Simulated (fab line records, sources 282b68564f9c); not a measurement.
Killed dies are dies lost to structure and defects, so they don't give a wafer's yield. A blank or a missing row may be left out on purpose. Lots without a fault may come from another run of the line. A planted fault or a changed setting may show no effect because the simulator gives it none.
A struck lot beside a sound one | flow rit_cmos | 15 steps out of a route of 202
Sound: wafers L373.2, L373.4, L373.5. Struck: wafer L380.3. (L380.5, L380.6 of the same lot were not struck and are left out.) The cause comes at the end.
At each step with rows: each side's tool, then ch and its chambers, then its first start. Under that, the readings that differ: sound wafers | struck wafers | difference of the means | sigmas: that difference in standard deviations of wafers without a fault.
alike: readings whose means differ by less than 2 such deviations, and words and numbers that are the same on both sides. not compared: withheld readings, readings that some wafer has no value for, bounds like >300 that may hide the same value, and numbers for which the record gives no deviation and whose values overlap.
The two part at a step that has a row with sigmas, a row that says differs or no value, or rows on one side only. Numbers that don't overlap but have no deviation are shown without sigmas and don't part them. A reading that every wafer of one side lacks parts them only if that side has two wafers or more.

RIT_GATE_THK_MEAS_07:
  sound on film_metro-01, day 4 11:56; struck on film_metro-01, day 5 22:43
  alike: GATE_OXIDE_THK
then, 1 step without rows for these wafers: RIT_GATE_CVD_08 (deposits poly-Si from SiH4, target thk 250 nm, time 2220 s).
RIT_GATE_THK_MEAS_09:
  sound on film_metro-01, day 4 13:36; struck on film_metro-01, day 6 00:24
  alike: GATE_POLY_THK
then, 6 steps without rows for these wafers: RIT_GATE_HMDS_10 (prime time 60 s); RIT_GATE_COAT_11 (resist thk 850 nm); RIT_GATE_SOFTBAKE_12 (time 60 s); RIT_GATE_EXPOSE_13 (exposes mask M6, target cd 150 nm); RIT_GATE_PEB_14; RIT_GATE_DEVELOP_15 (develop time 50 s).
RIT_GATE_CD_MEAS_16: target cd 150 nm.
  sound on cd_sem-01, day 4 14:39; struck on cd_sem-02, day 6 01:47
  alike: cd_nm
RIT_GATE_OVL_MEAS_17:
  sound on overlay-02, day 4 14:45; struck on overlay-01, day 6 01:52
  reading       | sound        | struck | difference | sigmas
  GATE_OVL (nm) | 1.7 2.0 -0.6 | -2.2   | -3.2       | -3
then, 1 step without rows for these wafers: RIT_GATE_HARDBAKE_18 (time 60 s).
RIT_GATE_ETCH_19: etches poly-Si in SF6/CHF3/O2, stops on SiO2, time 165 s, target depth 312.5 nm.
  sound on rie_si-01 ch 0,2, day 4 14:56; struck on rie_si-02 ch 2, day 6 02:02
  reading                                   | sound             | struck | difference | sigmas
  rf_fwd_power_W (W)                        | 159.5 159.4 160.3 | 185.4  | +25.7      | +53
  throttle_valve_pct (%)                    | 10.45 10.20 10.41 | 9.96   | -0.39      | -2
  model.NOVOLAK_of_GATE_COAT_11.thk_nm (nm) | 670.5 671.7 673.7 | 650.2  | -21.8      |
  alike: drypump_motor_current_A, oes_product_au
  not compared: rf_hours_counter_h
RIT_GATE_STRIP_20: strips in O2, time 180 s.
  sound on plasma_asher-04 ch 0,1, day 4 15:02; struck on plasma_asher-04 ch 0, day 6 02:13
  alike: drypump_motor_current_A
  not compared: rf_hours_counter_h
RIT_M1_PROBE_99:
  sound on prober-02, day 5 11:08; struck on prober-02, day 6 22:25
  reading                             | sound             | struck | difference | sigmas
  killed_open                         | 4 4 5             | 10     | +6         | +3
  model.etest.pmos_0p15.drive_ua_um   | 263.3 257.4 264.4 | 274.2  | +12.5      |
  model.etest.pmos_turned.drive_ua_um | 202.9 199.2 202.2 | 203.3  | +1.9       |
  model.etest.pwell_pinched.rs_ohm_sq | 465.9 461.6 464.1 | 471.2  | +7.3       |
  model.etest.nmos_0p15.drive_ua_um   | 468.7 466.9 482   | 492.3  | +19.8      |
  model.etest.nwell_pinched.rs_ohm_sq | 341.4 337.4 337.8 | 351.4  | +12.5      |
  alike: killed_at_front_end, killed_dies, killed_short
  not compared: model.etest.pmos_turned.r_on_ohm_um, model.etest.pmos_0p3.r_on_ohm_um, model.etest.pmos_0p15.r_on_ohm_um

WHERE THEY PART
First at RIT_GATE_OVL_MEAS_17; last, within this record, at RIT_M1_PROBE_99.

WHY: what the simulator had put in
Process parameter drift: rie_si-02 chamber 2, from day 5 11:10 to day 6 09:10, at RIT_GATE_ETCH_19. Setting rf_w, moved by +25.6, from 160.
